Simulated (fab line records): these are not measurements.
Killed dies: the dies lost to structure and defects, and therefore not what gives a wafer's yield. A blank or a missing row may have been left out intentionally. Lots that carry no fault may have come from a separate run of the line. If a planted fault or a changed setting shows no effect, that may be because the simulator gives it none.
Problem report, 8D (eight disciplines) form, completed by code + flow berkeleyCmos170 + the parts of the form that need people (team, actions taken, sign-off) are left out

## 1. THE PROBLEM
tubeCenterTempC at UCB170_M1_ANNEAL_14 reads a mean of 360 C on 12 wafers of 4 lots; wafers without a fault read 400 C with a standard deviation of 0.038. That is -99 or more standard deviations from the usual mean.
The step: time 1200 s.
First seen on wafer L978.1, day 9 21:45, on furnace-03. The record has a number at this step for 30 wafers belonging to 10 lots. The rule behind "out" and "out of limits": a value lying over 4 standard deviations away from the usual mean. The rest of the wafers with a number are treated as sound.

## 2. WHAT IT IS, WHAT IT ISN'T
| question                    | is                                                                                                                                              | is not                             |
|-----------------------------|-------------------------------------------------------------------------------------------------------------------------------------------------|------------------------------------|
| which readings at this step | tubeCenterTempC, spikeTcCentreC, spikeTcLoadC, spikeTcSourceC, tube_center_temp_C_max, zonePowerCentrePct, zonePowerLoadPct, zonePowerSourcePct | -                                  |
| which lots                  | L978, L979, L980, L981                                                                                                                          | L972, L973, L974, L975, L976, L977 |
| which wafers of those lots  | all that have a number                                                                                                                          | -                                  |
| read on which tools         | furnace-03                                                                                                                                      | -                                  |
| when                        | from day 9 21:45                                                                                                                                | up to then (18 sound wafers)       |

## 3. SUSPECTS, AND WHAT RULES EACH OUT
Counting: a tool at any process step up to the reading remains a suspect when it ran all the lots that are out and ran no sound lot after the first of those.
- furnace-03 at UCB170_M1_ANNEAL_14 (time 1200 s): kept. It processed each lot that is out, first L978 at day 9 21:45, and no sound lot thereafter; up to then, the last sound lot it processed was L977 at day 9 12:38. Its own readings are out on those wafers: spikeTcCentreC, spikeTcLoadC, spikeTcSourceC, tubeCenterTempC, tube_center_temp_C_max, zonePowerCentrePct, zonePowerLoadPct, zonePowerSourcePct.
The count leaves furnace-03 at UCB170_M1_ANNEAL_14.

## 4. THE CAUSE (what the simulator had put in)
Process parameters drifting: furnace-03 at UCB170_M1_ANNEAL_14, beginning at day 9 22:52. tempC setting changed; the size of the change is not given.
This tool alone remained once counting was done.

## 5. THE EFFECT CHAIN, in route order
One row per reading whose mean, taken over the struck wafers that have a number, lies over 3 standard deviations from the usual. Only readings for which the record gives a usual standard deviation are gone through. hours: the time from each lot's start at the first step in this table that gives one to its start at this step, as a median over the lots. sigmas: the change in usual standard deviations.
| hours | step                | reading                | usual   | on struck wafers | change | sigmas      |
|-------|---------------------|------------------------|---------|------------------|--------|-------------|
| 0     | UCB170_M1_ANNEAL_14 | spikeTcCentreC         | 404.4 C | 364.5            | -39.9  | -40         |
| 0     | UCB170_M1_ANNEAL_14 | spikeTcLoadC           | 417.7 C | 377.9            | -39.8  | -40         |
| 0     | UCB170_M1_ANNEAL_14 | spikeTcSourceC         | 414.2 C | 373.4            | -40.8  | -47         |
| 0     | UCB170_M1_ANNEAL_14 | tubeCenterTempC        | 400 C   | 360              | -40    | -99 or more |
| 0     | UCB170_M1_ANNEAL_14 | tube_center_temp_C_max | 401.04  | 361.00           | -40.04 | -99 or more |
| 0     | UCB170_M1_ANNEAL_14 | zonePowerCentrePct     | 13.33 % | 11.88            | -1.45  | -12         |
| 0     | UCB170_M1_ANNEAL_14 | zonePowerLoadPct       | 5.82 %  | 5.05             | -0.77  | -13         |
| 0     | UCB170_M1_ANNEAL_14 | zonePowerSourcePct     | 5.75 %  | 4.97             | -0.78  | -14         |
Process steps it contains:
- UCB170_M1_ANNEAL_14: time 1200 s.
Later measuring or inspecting steps at which every struck wafer that the step has a row for has a number for every such reading, and none has moved that far: UCB170_V1_OVL_MEAS_13.

## 6. WHAT WOULD HAVE CAUGHT IT SOONER
In this record the first reading out of limits was taken at day 9 21:45.
